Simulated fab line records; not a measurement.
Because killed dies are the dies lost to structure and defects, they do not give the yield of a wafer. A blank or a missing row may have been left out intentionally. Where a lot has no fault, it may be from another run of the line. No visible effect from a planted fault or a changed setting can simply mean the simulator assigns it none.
Which tool is to blame? || flow rit cmos || 12 lots, 36 wafers sampled, at 5 steps of a route of 202

== WHAT THE GAUGES SHOWED, per wafer ==
RIT_SPACER_THK_MEAS_04. Usual: SPACER_NITRIDE_THK 249.9 nm, standard deviation 2.4.
{"lot": "L114", "measured": "day 3 14:20", "on": "film metro-02", "SPACER_NITRIDE_THK (nm)": "246.2 249.0 249.1", "flag": ""}
{"lot": "L116", "measured": "day 3 20:08", "on": "film metro-03", "SPACER_NITRIDE_THK (nm)": "252.5 250.4 254.0", "flag": ""}
{"lot": "L115", "measured": "day 3 20:24", "on": "film metro-03", "SPACER_NITRIDE_THK (nm)": "248.8 247.4 248.9", "flag": ""}
{"lot": "L117", "measured": "day 4 02:11", "on": "film metro-03", "SPACER_NITRIDE_THK (nm)": "248.9 249.1 249.3", "flag": ""}
{"lot": "L118", "measured": "day 4 05:40", "on": "film metro-03", "SPACER_NITRIDE_THK (nm)": "252.2 251.4 250.5", "flag": ""}
{"lot": "L119", "measured": "day 4 12:49", "on": "film metro-04", "SPACER_NITRIDE_THK (nm)": "248.6 246.6 248.0", "flag": ""}
{"lot": "L124", "measured": "day 5 05:26", "on": "film metro-02", "SPACER_NITRIDE_THK (nm)": "245.5 247.9 247.7", "flag": ""}
{"lot": "L127", "measured": "day 5 16:22", "on": "film metro-03", "SPACER_NITRIDE_THK (nm)": "255.3 263.0 269.3", "flag": "OFF"}
{"lot": "L128", "measured": "day 5 21:35", "on": "film metro-04", "SPACER_NITRIDE_THK (nm)": "271.5 259.9 255.0", "flag": "OFF"}
{"lot": "L129", "measured": "day 6 02:40", "on": "film metro-02", "SPACER_NITRIDE_THK (nm)": "247.5 250.1 248.5", "flag": ""}
{"lot": "L132", "measured": "day 6 17:32", "on": "film metro-04", "SPACER_NITRIDE_THK (nm)": "252.0 249.3 249.8", "flag": ""}
{"lot": "L136", "measured": "day 7 17:29", "on": "film metro-02", "SPACER_NITRIDE_THK (nm)": "249.4 250.5 249.4", "flag": ""}

== WHAT TOOL EACH LOT RAN ON (gives the tool, then ch and the chambers of the sampled wafers, and finally the start) ==
{"lot": "L114", "RIT_NRETRO_STRIP_09": "plasma asher-04 ch 0,1, day 2 11:54", "RIT_GATE_STRIP_20": "plasma asher-03 ch 0,1, day 3 01:20", "RIT_NLDD_STRIP_09": "plasma asher-02 ch 0,1, day 3 10:26", "RIT_SPACER_CVD_03": "lpcvd-02 ch 0, day 3 12:25"}
{"lot": "L116", "RIT_NRETRO_STRIP_09": "plasma asher-03 ch 0,1, day 2 18:31", "RIT_GATE_STRIP_20": "plasma asher-01 ch 0,1, day 3 09:59", "RIT_NLDD_STRIP_09": "plasma asher-01 ch 0,1, day 3 15:42", "RIT_SPACER_CVD_03": "lpcvd-02 ch 1, day 3 18:13"}
{"lot": "L115", "RIT_NRETRO_STRIP_09": "plasma asher-03 ch 0,1, day 2 18:45", "RIT_GATE_STRIP_20": "plasma asher-03 ch 0,1, day 3 10:13", "RIT_NLDD_STRIP_09": "plasma asher-02 ch 0,1, day 3 16:09", "RIT_SPACER_CVD_03": "lpcvd-01 ch 1, day 3 18:28"}
{"lot": "L117", "RIT_NRETRO_STRIP_09": "plasma asher-03 ch 0,1, day 3 03:53", "RIT_GATE_STRIP_20": "plasma asher-02 ch 0,1, day 3 17:04", "RIT_NLDD_STRIP_09": "plasma asher-01 ch 0,1, day 3 21:32", "RIT_SPACER_CVD_03": "lpcvd-01 ch 1, day 4 00:16"}
{"lot": "L118", "RIT_NRETRO_STRIP_09": "plasma asher-02 ch 0,1, day 3 11:51", "RIT_GATE_STRIP_20": "plasma asher-03 ch 0,1, day 3 18:46", "RIT_NLDD_STRIP_09": "plasma asher-04 ch 0,1, day 4 00:10", "RIT_SPACER_CVD_03": "lpcvd-01 ch 1, day 4 02:47"}
{"lot": "L119", "RIT_NRETRO_STRIP_09": "plasma asher-03 ch 0,1, day 3 17:35", "RIT_GATE_STRIP_20": "plasma asher-02 ch 0,1, day 4 03:46", "RIT_NLDD_STRIP_09": "plasma asher-02 ch 0,1, day 4 08:55", "RIT_SPACER_CVD_03": "lpcvd-01 ch 0, day 4 10:52"}
{"lot": "L124", "RIT_NRETRO_STRIP_09": "plasma asher-03 ch 0,1, day 4 11:42", "RIT_GATE_STRIP_20": "plasma asher-03 ch 0,1, day 4 18:37", "RIT_NLDD_STRIP_09": "plasma asher-04 ch 0,1, day 5 00:23", "RIT_SPACER_CVD_03": "lpcvd-02 ch 1, day 5 02:34"}
{"lot": "L127", "RIT_NRETRO_STRIP_09": "plasma asher-02 ch 0,1, day 4 23:55", "RIT_GATE_STRIP_20": "plasma asher-01 ch 0, day 5 07:10", "RIT_NLDD_STRIP_09": "plasma asher-02 ch 0,1, day 5 12:19", "RIT_SPACER_CVD_03": "lpcvd-01 ch 1, day 5 14:28"}
{"lot": "L128", "RIT_NRETRO_STRIP_09": "plasma asher-04 ch 0,1, day 5 05:23", "RIT_GATE_STRIP_20": "plasma asher-03 ch 0,1, day 5 12:06", "RIT_NLDD_STRIP_09": "plasma asher-04 ch 0,1, day 5 17:34", "RIT_SPACER_CVD_03": "lpcvd-01 ch 1, day 5 19:40"}
{"lot": "L129", "RIT_NRETRO_STRIP_09": "plasma asher-04 ch 0,1, day 5 10:01", "RIT_GATE_STRIP_20": "plasma asher-02 ch 0,1, day 5 17:42", "RIT_NLDD_STRIP_09": "plasma asher-01 ch 0,1, day 5 22:34", "RIT_SPACER_CVD_03": "lpcvd-02 ch 0, day 6 00:44"}
{"lot": "L132", "RIT_NRETRO_STRIP_09": "plasma asher-04 ch 0,1, day 6 01:17", "RIT_GATE_STRIP_20": "plasma asher-03 ch 0,1, day 6 08:26", "RIT_NLDD_STRIP_09": "plasma asher-04 ch 0,1, day 6 13:31", "RIT_SPACER_CVD_03": "lpcvd-02 ch 0, day 6 15:36"}
{"lot": "L136", "RIT_NRETRO_STRIP_09": "plasma asher-03 ch 0,1, day 7 00:26", "RIT_GATE_STRIP_20": "plasma asher-02 ch 0,1, day 7 07:35", "RIT_NLDD_STRIP_09": "plasma asher-04 ch 0,1, day 7 12:35", "RIT_SPACER_CVD_03": "lpcvd-02 ch 0, day 7 14:35"}
- RIT_NRETRO_STRIP_09: strips in O2, time 180 s.
- RIT_GATE_STRIP_20: strips in O2, time 180 s.
- RIT_NLDD_STRIP_09: strips in O2, time 180 s.
- RIT_SPACER_CVD_03: deposits Si3N4 from SiH2Cl2/NH3, target thk 250 nm, time 3300 s.

== WHAT THE TOOLS THEMSELVES READ (means of the sampled wafers that have a number; where no wafer has one, the mark that the record gives instead) ==
RIT_NRETRO_STRIP_09. Usual: drypump motor current A 6.0 A, standard deviation 0.36.
{"lot": "L114", "tool": "plasma asher-04", "drypump motor current A (A)": 6.3, "flag": ""}
{"lot": "L116", "tool": "plasma asher-03", "drypump motor current A (A)": 5.8, "flag": ""}
{"lot": "L115", "tool": "plasma asher-03", "drypump motor current A (A)": 5.8, "flag": ""}
{"lot": "L117", "tool": "plasma asher-03", "drypump motor current A (A)": 5.9, "flag": ""}
{"lot": "L118", "tool": "plasma asher-02", "drypump motor current A (A)": 6.1, "flag": ""}
{"lot": "L119", "tool": "plasma asher-03", "drypump motor current A (A)": 5.9, "flag": ""}
{"lot": "L124", "tool": "plasma asher-03", "drypump motor current A (A)": 5.9, "flag": ""}
{"lot": "L127", "tool": "plasma asher-02", "drypump motor current A (A)": 5.9, "flag": ""}
{"lot": "L128", "tool": "plasma asher-04", "drypump motor current A (A)": 6.4, "flag": ""}
{"lot": "L129", "tool": "plasma asher-04", "drypump motor current A (A)": 6.0, "flag": ""}
{"lot": "L132", "tool": "plasma asher-04", "drypump motor current A (A)": 6.4, "flag": ""}
{"lot": "L136", "tool": "plasma asher-03", "drypump motor current A (A)": 5.9, "flag": ""}

RIT_GATE_STRIP_20. Usual: drypump motor current A 5.82 A, standard deviation 0.24.
{"lot": "L114", "tool": "plasma asher-03", "drypump motor current A (A)": 5.85, "flag": ""}
{"lot": "L116", "tool": "plasma asher-01", "drypump motor current A (A)": 5.64, "flag": ""}
{"lot": "L115", "tool": "plasma asher-03", "drypump motor current A (A)": 5.90, "flag": ""}
{"lot": "L117", "tool": "plasma asher-02", "drypump motor current A (A)": 6.09, "flag": ""}
{"lot": "L118", "tool": "plasma asher-03", "drypump motor current A (A)": 5.77, "flag": ""}
{"lot": "L119", "tool": "plasma asher-02", "drypump motor current A (A)": 6.13, "flag": ""}
{"lot": "L124", "tool": "plasma asher-03", "drypump motor current A (A)": 5.75, "flag": ""}
{"lot": "L127", "tool": "plasma asher-01", "drypump motor current A (A)": 5.60, "flag": ""}
{"lot": "L128", "tool": "plasma asher-03", "drypump motor current A (A)": 5.87, "flag": ""}
{"lot": "L129", "tool": "plasma asher-02", "drypump motor current A (A)": 6.12, "flag": ""}
{"lot": "L132", "tool": "plasma asher-03", "drypump motor current A (A)": 5.77, "flag": ""}
{"lot": "L136", "tool": "plasma asher-02", "drypump motor current A (A)": 6.12, "flag": ""}

RIT_NLDD_STRIP_09. Usual: drypump motor current A 6.0 A, standard deviation 0.4.
{"lot": "L114", "tool": "plasma asher-02", "drypump motor current A (A)": 5.9, "flag": ""}
{"lot": "L116", "tool": "plasma asher-01", "drypump motor current A (A)": 5.7, "flag": ""}
{"lot": "L115", "tool": "plasma asher-02", "drypump motor current A (A)": 6.1, "flag": ""}
{"lot": "L117", "tool": "plasma asher-01", "drypump motor current A (A)": 5.7, "flag": ""}
{"lot": "L118", "tool": "plasma asher-04", "drypump motor current A (A)": 6.3, "flag": ""}
{"lot": "L119", "tool": "plasma asher-02", "drypump motor current A (A)": 6.1, "flag": ""}
{"lot": "L124", "tool": "plasma asher-04", "drypump motor current A (A)": 6.3, "flag": ""}
{"lot": "L127", "tool": "plasma asher-02", "drypump motor current A (A)": 6.1, "flag": ""}
{"lot": "L128", "tool": "plasma asher-04", "drypump motor current A (A)": 6.0, "flag": ""}
{"lot": "L129", "tool": "plasma asher-01", "drypump motor current A (A)": 5.6, "flag": ""}
{"lot": "L132", "tool": "plasma asher-04", "drypump motor current A (A)": 6.3, "flag": ""}
{"lot": "L136", "tool": "plasma asher-04", "drypump motor current A (A)": 6.0, "flag": ""}

RIT_SPACER_CVD_03. Usual: spike tc centre C 812.8 C, standard deviation 1.3.
{"lot": "L114", "tool": "lpcvd-02", "spike tc centre C (C)": 813.1, "flag": ""}
{"lot": "L116", "tool": "lpcvd-02", "spike tc centre C (C)": 813.2, "flag": ""}
{"lot": "L115", "tool": "lpcvd-01", "spike tc centre C (C)": 812.8, "flag": ""}
{"lot": "L117", "tool": "lpcvd-01", "spike tc centre C (C)": 813.6, "flag": ""}
{"lot": "L118", "tool": "lpcvd-01", "spike tc centre C (C)": 813.4, "flag": ""}
{"lot": "L119", "tool": "lpcvd-01", "spike tc centre C (C)": 811.5, "flag": ""}
{"lot": "L124", "tool": "lpcvd-02", "spike tc centre C (C)": 811.4, "flag": ""}
{"lot": "L127", "tool": "lpcvd-01", "spike tc centre C (C)": 825.4, "flag": "OFF"}
{"lot": "L128", "tool": "lpcvd-01", "spike tc centre C (C)": 826.1, "flag": "OFF"}
{"lot": "L129", "tool": "lpcvd-02", "spike tc centre C (C)": 813.5, "flag": ""}
{"lot": "L132", "tool": "lpcvd-02", "spike tc centre C (C)": 813.4, "flag": ""}
{"lot": "L136", "tool": "lpcvd-02", "spike tc centre C (C)": 814.1, "flag": ""}

== THE ANSWER, worked out from the rows above alone ==
Rule: lot off if the mean of its wafers having a number is beyond 3 standard deviations from the usual mean. Also off: a lot with no number at a reading for which 4 or more lots have one. Where the step has rows for the other lots, those lots are counted as sound. Order of review: gauges by route order, followed by the tools' own readings, for which a lot's mean as printed above is used. The first step at which some lot is off is used, and at that step the reading that is off furthest; a lot without a number counts as furthest.
Off: L127, L128, seen at RIT_SPACER_THK_MEAS_04 (SPACER_NITRIDE_THK).
If a tool, at a process step before that reading, ran all the lots that are off and no sound lot after the first of them, it fits. Not tried: the gauges at RIT_SPACER_THK_MEAS_04; whatever is off there is also off at RIT_SPACER_CVD_03, on other tools, and gauge error can't account for it. One fits: RIT_SPACER_CVD_03 on lpcvd-01. Its last sound lot is L119 (day 4 10:52), its first lot that is off L127 (day 5 14:28): a fault that began between those two fits.
On the lots that are off, the tool's own readings at RIT_SPACER_CVD_03 differ by more than 5 times the standard deviation of the sound lots' means, which bears it out; spike tc centre C reads 825.8 C there versus 813.0 C on the sound lots.

== WHAT WAS PUT IN BY THE SIMULATOR ==
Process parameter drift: lpcvd-01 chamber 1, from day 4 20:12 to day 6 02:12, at RIT_SPACER_CVD_03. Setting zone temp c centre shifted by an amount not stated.
Struck lots among those shown: L127, L128. The rule above reached the same finding.
